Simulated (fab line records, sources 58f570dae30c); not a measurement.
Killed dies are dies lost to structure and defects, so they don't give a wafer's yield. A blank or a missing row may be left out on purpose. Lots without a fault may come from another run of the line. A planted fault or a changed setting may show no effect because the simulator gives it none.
Which tool did it? | flow berkeley_cmos170 | 14 lots, 42 wafers sampled, at 4 steps of a route of 331

WHAT THE GAUGES READ, wafer by wafer
UCB170_ACTIVE_OVL_MEAS_14. Usual: ACTIVE_OVL 3 nm, standard deviation 4.7.
lot  | measured    | on         | ACTIVE_OVL (nm) | flag
L164 | day 4 13:48 | overlay-02 | 4 0 5           |
L165 | day 4 14:02 | overlay-02 | 5 6 4           |
L166 | day 5 08:14 | overlay-01 | 3 -3 -2         |
L167 | day 5 08:22 | overlay-01 | -1 8 7          |
L169 | day 5 13:20 | overlay-01 | 6 6 5           |
L172 | day 6 05:53 | overlay-01 | 10 5 9          |
L171 | day 6 06:06 | overlay-01 | -11 0 0         |
L173 | day 6 06:08 | overlay-02 | 2 -2 -2         |
L174 | day 6 15:37 | overlay-01 | 1 8 6           |
L177 | day 7 13:06 | overlay-02 | 9 7 3           |
L179 | day 7 19:47 | overlay-02 | 6 3 -10         |
L180 | day 7 20:26 | overlay-01 | 4 5 5           |
L182 | day 8 01:52 | overlay-01 | 14 12 4         |
L183 | day 8 18:56 | overlay-01 | 2 -1 3          |

UCB170_NVT_OVL_MEAS_06. Usual: NVT_OVL -1 nm, standard deviation 5.5.
lot  | measured     | on         | NVT_OVL (nm) | flag
L164 | day 6 00:49  | overlay-01 | -8 -17 -6    |
L165 | day 6 00:35  | overlay-02 | 1 -3 -2      |
L166 | day 6 18:56  | overlay-01 | -7 -8 -2     |
L167 | day 6 19:02  | overlay-01 | -2 -6 5      |
L169 | day 7 02:10  | overlay-01 | -3 -6 -1     |
L172 | day 7 21:07  | overlay-02 | 3 -6 -3      |
L171 | day 7 21:27  | overlay-02 | 3 -1 1       |
L173 | day 7 20:50  | overlay-02 | -6 -7 4      |
L174 | day 8 03:55  | overlay-02 | 9 0 11       |
L177 | day 9 02:07  | overlay-01 | -13 -7 -5    |
L179 | day 9 13:18  | overlay-01 | -6 -11 -10   |
L180 | day 9 13:18  | overlay-02 | 0 -4 -1      |
L182 | day 9 12:56  | overlay-01 | -4 4 0       |
L183 | day 10 09:28 | overlay-01 | 2 13 -1      |

UCB170_PVT_TW_MEAS_09. Usual: PVT_TW 504, standard deviation 4.7.
lot  | measured     | on            | PVT_TW      | flag
L164 | day 6 03:01  | film_metro-04 | 505 504 504 |
L165 | day 6 02:48  | film_metro-02 | 510 507 507 |
L166 | day 6 20:47  | film_metro-04 | 502 507 503 |
L167 | day 6 21:20  | film_metro-04 | 503 503 503 |
L169 | day 7 04:17  | film_metro-03 | 500 500 499 |
L172 | day 8 00:04  | film_metro-03 | 499 500 499 |
L171 | day 8 00:28  | film_metro-04 | 501 502 506 |
L173 | day 7 23:58  | film_metro-04 | 506 507 503 |
L174 | day 8 05:58  | film_metro-03 | 500 502 501 |
L177 | day 9 05:25  | film_metro-04 | 503 503 503 |
L179 | day 9 15:22  | film_metro-03 | 497 496 496 |
L180 | day 9 15:48  | film_metro-02 | 469 473 470 | OFF
L182 | day 9 14:56  | film_metro-04 | 505 506 504 |
L183 | day 10 11:29 | film_metro-04 | 460 462 462 | OFF

WHICH TOOL RAN EACH LOT (tool, then ch and the chambers of the sampled wafers, then the start)
lot  | UCB170_PVT_IMPLANT_07
L164 | implanter-03 ch 0, day 6 02:46
L165 | implanter-01 ch 0, day 6 02:33
L166 | implanter-01 ch 0, day 6 20:32
L167 | implanter-03 ch 0, day 6 21:07
L169 | implanter-01 ch 0, day 7 04:02
L172 | implanter-01 ch 0, day 7 23:51
L171 | implanter-03 ch 0, day 8 00:13
L173 | implanter-03 ch 0, day 7 23:43
L174 | implanter-03 ch 0, day 8 05:43
L177 | implanter-01 ch 0, day 9 05:11
L179 | implanter-03 ch 0, day 9 15:07
L180 | implanter-01 ch 0, day 9 15:33
L182 | implanter-01 ch 0, day 9 14:41
L183 | implanter-01 ch 0, day 10 11:15
- UCB170_PVT_IMPLANT_07

WHAT THE TOOLS THEMSELVES READ (means of the sampled wafers that have a number; where no wafer has one, the mark that the record gives instead)
UCB170_PVT_IMPLANT_07. Usual: beam_on_s 10.01 s, standard deviation 0.19; faraday_current_uA 6.34, standard deviation 0.12.
lot  | tool         | beam_on_s (s) | faraday_current_uA | flag
L164 | implanter-03 | 9.96          | 6.36               |
L165 | implanter-01 | 9.89          | 6.42               |
L166 | implanter-01 | 10.22         | 6.20               |
L167 | implanter-03 | 10.02         | 6.31               |
L169 | implanter-01 | 10.04         | 6.32               |
L172 | implanter-01 | 9.97          | 6.37               |
L171 | implanter-03 | 10.17         | 6.24               |
L173 | implanter-03 | 10.14         | 6.27               |
L174 | implanter-03 | 9.75          | 6.51               |
L177 | implanter-01 | 9.93          | 6.39               |
L179 | implanter-03 | 10.04         | 6.32               |
L180 | implanter-01 | 7.73          | 8.24               | OFF
L182 | implanter-01 | 9.92          | 6.39               |
L183 | implanter-01 | 7.58          | 8.37               | OFF

THE ANSWER, worked out from the rows above alone
Rule: a lot is off if the mean of its wafers that have a number lies more than 3 standard deviations from the usual mean. A lot without any number at a reading at which 4 lots or more have one is off too. The other lots that the step has rows for count as sound. The gauges are gone through in route order, then the tools' own readings, and for those a lot's mean is taken as printed above. The first step at which some lot is off is used, and at that step the reading that is off furthest; a lot without a number counts as furthest.
Off: L180, L183, at UCB170_PVT_TW_MEAS_09 (PVT_TW).
A tool fits if, at a process step before that reading, it ran every lot that is off, and no sound lot after the first of them. The gauges at UCB170_PVT_TW_MEAS_09 aren't tried: what is off there is off at UCB170_PVT_IMPLANT_07 too, on other tools, and a gauge's error can't cause that. One fits: implanter-01 at UCB170_PVT_IMPLANT_07. Its last sound lot is L182 (day 9 14:41), its first lot that is off L180 (day 9 15:33): a fault that began between those two fits.
The tool's own readings at UCB170_PVT_IMPLANT_07 bear it out: on the lots that are off they differ by more than 5 times the standard deviation of the sound lots' means. beam_on_s reads 7.66 s there against 10.00 s on the sound lots; faraday_current_uA reads 8.30 there against 6.34 on the sound lots.

WHAT THE SIMULATOR HAD PUT IN
Process parameter drift: implanter-01, from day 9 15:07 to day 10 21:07, at UCB170_PVT_IMPLANT_07. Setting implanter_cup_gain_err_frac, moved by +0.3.
Lots struck among those shown: L180, L183. The rule above found the same.
